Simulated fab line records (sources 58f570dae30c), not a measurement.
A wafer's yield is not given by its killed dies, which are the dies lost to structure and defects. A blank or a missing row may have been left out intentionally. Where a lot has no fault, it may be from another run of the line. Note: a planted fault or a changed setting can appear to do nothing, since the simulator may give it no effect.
Comparing a struck lot with a sound one	flow berkeley-cmos170	26 out of 331 route steps
Sound: these wafers, L930.2, L930.3, L930.5. Struck: wafers L943.1, L943.2, L943.4. Last of all comes the cause.
At each step with rows: each side's tool, then ch and its chambers, then its first start. Under that, the readings that differ: sound wafers	struck wafers	difference of the means	sigmas: that difference in standard deviations of wafers without a fault.
alike: readings whose means differ by less than 2 such deviations, and words and numbers that are the same on both sides. not compared: withheld readings, readings that some wafer has no value for, bounds like >300 that may hide the same value, and numbers for which the record gives no deviation and whose values overlap.
Wherever a step has rows on one side only, a row that says differs or no value, or a row with sigmas, the two part there. Non-overlapping numbers with no deviation appear without sigmas and do not part them. A reading missing from all wafers of one side parts the sides only when that side holds two or more wafers.

first, 3 steps without rows for these wafers: UCB170_PVT_EXPOSE_03 (exposes mask NWELL, target cd 3000 nm); UCB170_PVT_PEB_04; UCB170_PVT_DEVELOP_05 (develop time 45 s).
UCB170_PVT_OVL_MEAS_06:
  sound: overlay-01 at day 6 15:09; struck: overlay-01 at day 8 22:03
  alike: PVT_OVL
then, 1 step without rows for these wafers: UCB170_PVT_IMPLANT_07.
UCB170_PVT_STRIP_08: strips in O2.
  sound on plasma-asher-04 ch 1, day 6 15:20; struck on plasma-asher-04 ch 0,1, day 8 22:14
  alike: chamber-pressure-mTorr, drypump-motor-current-A, oes-product-au, strip-time-to-endpoint-s
  not compared: rf-hours-counter-h
UCB170_PVT_TW_MEAS_09:
  sound: film-metro-03 at day 6 15:29; struck: film-metro-01 at day 8 22:20
  alike: PVT_TW
then, 1 step without rows for these wafers: UCB170_GATE_WET_ETCH_00 (etches SiO2 in dHF, time 200 s).
UCB170_FIELD_THK_MEAS_91:
  sound: film-metro-03 at day 6 15:38; struck: film-metro-03 at day 8 22:28
reading	sound	struck	difference	sigmas
FIELD_OXIDE_LEFT_2_THK (nm)	349 344 344	370 357 375	+22	+3
then, 1 step without rows for these wafers: UCB170_GATE_OXIDATION_01 (target thk 6.6 nm, ox time 1800 s).
UCB170_GATE_THK_MEAS_02:
  sound: film-metro-04 at day 6 19:37; struck: film-metro-02 at day 9 02:50
  alike: GATE_OXIDE_THK
then, 1 step without rows for these wafers: UCB170_GATE_ANNEAL_03 (time 1800 s).
UCB170_GATE_CVD_04: deposits poly-Si from SiH4, time 1440 s, target thk 214 nm.
  sound on lpcvd-02 ch 0, day 7 02:16; struck on lpcvd-02 ch 0, day 9 08:56
reading	sound	struck	difference	sigmas
model.poly-Si_of_GATE_CVD_04.thk-nm (nm)	216.5 216.2 215.5	359.6 360 360.8	+144.1	
UCB170_GATE_THK_MEAS_05:
  sound: film-metro-04 at day 7 03:44; struck: film-metro-02 at day 9 10:24
reading	sound	struck	difference	sigmas
GATE_POLY_THK (nm)	216.6 216.3 215.6	359.7 360.0 360.9	+144.0	+72
then, 6 steps without rows for these wafers: UCB170_GATE_COAT_06; UCB170_GATE_COAT_07 (resist thk 900 nm); UCB170_GATE_SOFTBAKE_08 (time 59.19 s); UCB170_GATE_EXPOSE_09 (exposes mask POLY, target cd 350 nm); UCB170_GATE_PEB_10; UCB170_GATE_DEVELOP_11 (develop time 45 s).
UCB170_GATE_CD_MEAS_12: the cd target is 350 nm.
  sound: cd-sem-02 at day 7 05:55; struck: cd-sem-01 at day 9 12:07
  alike: cd-nm
UCB170_GATE_OVL_MEAS_13:
  sound: overlay-02 at day 7 06:01; struck: overlay-02 at day 9 12:14
  alike: GATE_OVL
UCB170_GATE_ETCH_14: etches BARC in N2/H2.
  sound on rie-diel-01 ch 1,2, day 7 06:03; struck on rie-diel-02 ch 0,1,3, day 9 12:16
  alike: chamber-pressure-mTorr, drypump-motor-current-A, n2-flow-sccm, oes-product-au, throttle-valve-pct
UCB170_GATE_ETCH_15: etches poly-Si in HBr/Cl2, stops on SiO2, time 56.3 s, target depth 278.2 nm.
  sound on rie-si-01 ch 1,2,3, day 7 06:05; struck on rie-si-01 ch 0,1,3, day 9 12:19
reading	sound	struck	difference	sigmas
oes-product-au (a.u.)	0.852 0.817 0.844	1.011 1.012 0.975	+0.162	+10
model.etch.depth-nm (nm)	216.5 216.2 215.5	278 279.7 277.1	+62	
model.GATE.feature-depth-nm (nm)	216.5 216.2 215.5	278 279.7 277.1	+62	
  alike: HBr_flow_sccm, chamber-pressure-mTorr, drypump-motor-current-A, throttle-valve-pct
  not compared: rf-hours-counter-h
UCB170_GATE_STRIP_16: strips in O2.
  sound on plasma-asher-01 ch 0,1, day 7 06:08; struck on plasma-asher-04 ch 0,1, day 9 12:22
reading	sound	struck	difference	sigmas
model.poly-Si_of_GATE_CVD_04.thk-nm (nm)	216.2 215.8 215.1	359.2 359.7 360.4	+144.1	
  alike: chamber-pressure-mTorr, drypump-motor-current-A, oes-product-au
  not compared: rf-hours-counter-h
UCB170_GATE_CD_MEAS_90: the cd target is 350 nm.
  sound: cd-sem-01 at day 7 06:16; struck: cd-sem-01 at day 9 12:29
  alike: cd-nm

## WHERE THEY PART
First at UCB170_FIELD_THK_MEAS_91; last, within this record, at UCB170_GATE_ETCH_15. Later steps at which nothing parts them and some readings are alike: UCB170_GATE_STRIP_16, UCB170_GATE_CD_MEAS_90.

WHY: whatever the simulator had introduced
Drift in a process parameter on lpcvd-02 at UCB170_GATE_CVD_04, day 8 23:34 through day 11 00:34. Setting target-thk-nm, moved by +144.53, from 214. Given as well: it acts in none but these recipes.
